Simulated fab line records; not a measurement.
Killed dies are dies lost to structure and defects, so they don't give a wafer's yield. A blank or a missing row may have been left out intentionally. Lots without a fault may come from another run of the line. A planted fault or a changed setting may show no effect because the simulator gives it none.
A struck lot beside a sound one / flow berkeley cmos170 / 16 out of 331 route steps
Sound: wafers L922.2, L922.5, L922.6. Struck: wafers L914.2, L914.3, L914.6. At the end, the cause is stated.
Per side, at each step with rows, come the tool, then ch with its chambers, and then its first start. Under that, the readings that differ: sound wafers / struck wafers / difference of the means / sigmas: that difference in standard deviations of wafers without a fault.
alike: words and numbers the same on both sides, and readings whose means are apart by under 2 such deviations; not compared: readings that were withheld, readings missing a value for some wafer, numbers with overlapping values and no deviation given by the record, and bounds like >300 which may hide the same value.
A row with sigmas, a row that says differs or no value, or rows on one side alone: a step with any of these is where the two part. Numbers that have no deviation but don't overlap get no sigmas and don't part them. A reading that every wafer of one side lacks parts them only if that side has two wafers or more.

first, 5 steps without rows for these wafers: UCB170_NLDD_COAT_01 (resist thk 900 nm); UCB170_NLDD_SOFTBAKE_02 (time 60 s); UCB170_NLDD_EXPOSE_03 (exposes mask NSELECT, target cd 1200 nm); UCB170_NLDD_PEB_04; UCB170_NLDD_DEVELOP_05 (develop time 45 s).
UCB170_NLDD_CD_MEAS_06: target cd 1200 nm.
  sound on cd sem-01 at day 9 03:23; struck on cd sem-02 at day 7 13:08
  alike: cd nm
UCB170_NLDD_OVL_MEAS_07:
  sound on overlay-01 at day 9 03:29; struck on overlay-01 at day 7 13:14
  alike: NLDD_OVL
then, 2 steps without rows for these wafers: UCB170_NLDD_IMPLANT_08; UCB170_NLDD_IMPLANT_09.
UCB170_NLDD_STRIP_10: strips in O2.
  sound on plasma asher-01 ch 0,1, day 9 03:49; struck on plasma asher-01 ch 0, day 7 13:34
  alike: drypump motor current A, oes product au, strip time to endpoint s
  not compared: rf hours counter h
UCB170_NLDD_TW_MEAS_11:
  sound on film metro-03 at day 9 03:55; struck on film metro-02 at day 7 13:41
  alike: NLDD_TW
then, 1 step without rows for these wafers: UCB170_NLDD_CLEAN_12 (cleans in SPM, time 600 s).
UCB170_SPACER_CVD_00: deposits SiO2 from TEOS/O2, target thk 376 nm, time 47 s.
  sound on pecvd-01 ch 0,2, day 9 04:09; struck on pecvd-02 ch 0,1,2, day 7 14:38
  alike: heater power w
UCB170_SPACER_THK_MEAS_01:
  sound on film metro-02 at day 9 04:12; struck on film metro-02 at day 7 14:48
reading=SPACER_TEOS_THK (nm); sound=371 374 376; struck=736 753 760; difference=+376; sigmas=+70
then, 1 step without rows for these wafers: UCB170_SPACER_ANNEAL_02 (time 1800 s).
UCB170_SPACER_ETCHBACK_03: etches SiO2 in CHF3/CF4/Ar, stops on Si, target depth 376 nm, time 100 s.
  sound on rie diel-03 ch 1,2,3, day 9 09:01; struck on rie diel-03 ch 0,2, day 7 17:47
reading=oes product au (a.u.); sound=0.885 0.927 0.903; struck=0.985 0.943 0.945; difference=+0.053; sigmas=+3
reading=model.etch.depth nm (nm); sound=370.8 374.7 376.1; struck=422.8 419.4 419; difference=+46.5; sigmas=
  alike: drypump motor current A, throttle valve pct
  not compared: rf hours counter h

== WHERE THEY PART ==
Earliest at UCB170_SPACER_THK_MEAS_01; latest, in this record, at UCB170_SPACER_ETCHBACK_03.

WHY: what the simulator had put in
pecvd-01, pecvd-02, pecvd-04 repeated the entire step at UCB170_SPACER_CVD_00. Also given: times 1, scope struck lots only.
